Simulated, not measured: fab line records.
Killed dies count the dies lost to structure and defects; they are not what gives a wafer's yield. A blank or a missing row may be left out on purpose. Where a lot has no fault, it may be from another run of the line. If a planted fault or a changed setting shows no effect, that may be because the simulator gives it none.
Commonality check across tools ; flow ritCmos ; 15 lots and 45 wafers in the sample

REASON IT WAS OPENED
3 of 15 lots carry a flag on the reading FOX1_OXIDE_THK at RIT_FOX1_THK_MEAS_01. No-fault wafers: 351 nm, standard deviation 7.7.
Rule: a lot gets a flag if all its wafers with a number sit over 4 standard deviations from that mean, or if no wafer of it has a number. As for the other lots, they are considered sound.

lot;measured;on;FOX1_OXIDE_THK (nm), wafer by wafer;flag
L207;day 1 19:09;filmMetro-02;345 345 338;
L208;day 2 01:29;filmMetro-03;355 364 348;
L209;day 2 05:26;filmMetro-03;342 349 344;
L210;day 2 09:57;filmMetro-04;360 360 354;
L211;day 2 16:21;filmMetro-03;342 342 339;
L213;day 3 00:33;filmMetro-03;361 363 367;
L214;day 3 09:08;filmMetro-02;358 358 357;
L217;day 3 22:52;filmMetro-02;340 346 342;
L218;day 4 03:35;filmMetro-03;355 358 366;
L219;day 4 06:28;filmMetro-03;348 348 351;
L221;day 4 18:19;filmMetro-03;429 434 433;FLAGGED
L222;day 4 22:52;filmMetro-02;443 443 445;FLAGGED
L225;day 5 16:19;filmMetro-02;442 444 446;FLAGGED
L226;day 5 21:06;filmMetro-02;346 351 347;
L229;day 6 15:56;filmMetro-04;347 345 343;
On average the flagged lots' numbers are 440 nm, which is +89 nm against the usual, or +12 standard deviations.

TOOL THAT RAN EACH LOT
The record keeps 1 process step preceding the reading, out of 202 steps on the route. Cell contents, in order: the tool; ch with the chambers the sampled wafers went through; the start.
lot;flag;RIT_FOX1_OXIDATION_00
L207;;furnace-01 ch 0, day 1 17:49
L208;;furnace-03 ch 0, day 2 00:10
L209;;furnace-03 ch 0, day 2 04:06
L210;;furnace-01 ch 0, day 2 08:37
L211;;furnace-01 ch 0, day 2 15:01
L213;;furnace-04 ch 0, day 2 23:13
L214;;furnace-04 ch 0, day 3 07:50
L217;;furnace-01 ch 0, day 3 21:32
L218;;furnace-04 ch 0, day 4 02:16
L219;;furnace-03 ch 0, day 4 05:08
L221;FLAGGED;furnace-04 ch 0, day 4 16:59
L222;FLAGGED;furnace-04 ch 0, day 4 21:33
L225;FLAGGED;furnace-04 ch 0, day 5 14:59
L226;;furnace-03 ch 0, day 5 19:46
L229;;furnace-03 ch 0, day 6 14:37
What these steps do:
- RIT_FOX1_OXIDATION_00: target thk 350.7 nm, ox time 1130 s.
- RIT_FOX1_THK_MEAS_01

FLAGGED OVER TOTAL, TOOL BY TOOL (the gauges that took the reading come last)
step;tool;lots run;flagged;share of the flagged lots;sound lots run after its first flagged lot
RIT_FOX1_OXIDATION_00;furnace-01;4;0;none;-
RIT_FOX1_OXIDATION_00;furnace-03;5;0;none;-
RIT_FOX1_OXIDATION_00;furnace-04;6;3;all;0
RIT_FOX1_THK_MEAS_01;filmMetro-02;6;2;some;1 (L226)
RIT_FOX1_THK_MEAS_01;filmMetro-03;7;1;some;0
RIT_FOX1_THK_MEAS_01;filmMetro-04;2;0;none;-

WHAT THE TABLE PERMITS
Rows of the table that ran each flagged lot: 1, that is furnace-04 at RIT_FOX1_OXIDATION_00.
- furnace-04 at RIT_FOX1_OXIDATION_00 ran 6 lots, 3 of them flagged. Its last sound lot is L218 (day 4 02:16), its first flagged lot L221 (day 4 16:59): a fault that began between those two fits.
What remains is a single tool, furnace-04 at RIT_FOX1_OXIDATION_00.

WHAT THE SIMULATOR HAD PUT IN
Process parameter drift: furnace-04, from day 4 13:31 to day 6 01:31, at RIT_FOX1_OXIDATION_00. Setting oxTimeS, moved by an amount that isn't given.
Shown lots that were struck: L221, L222, L225. The rule given above showed the same thing.
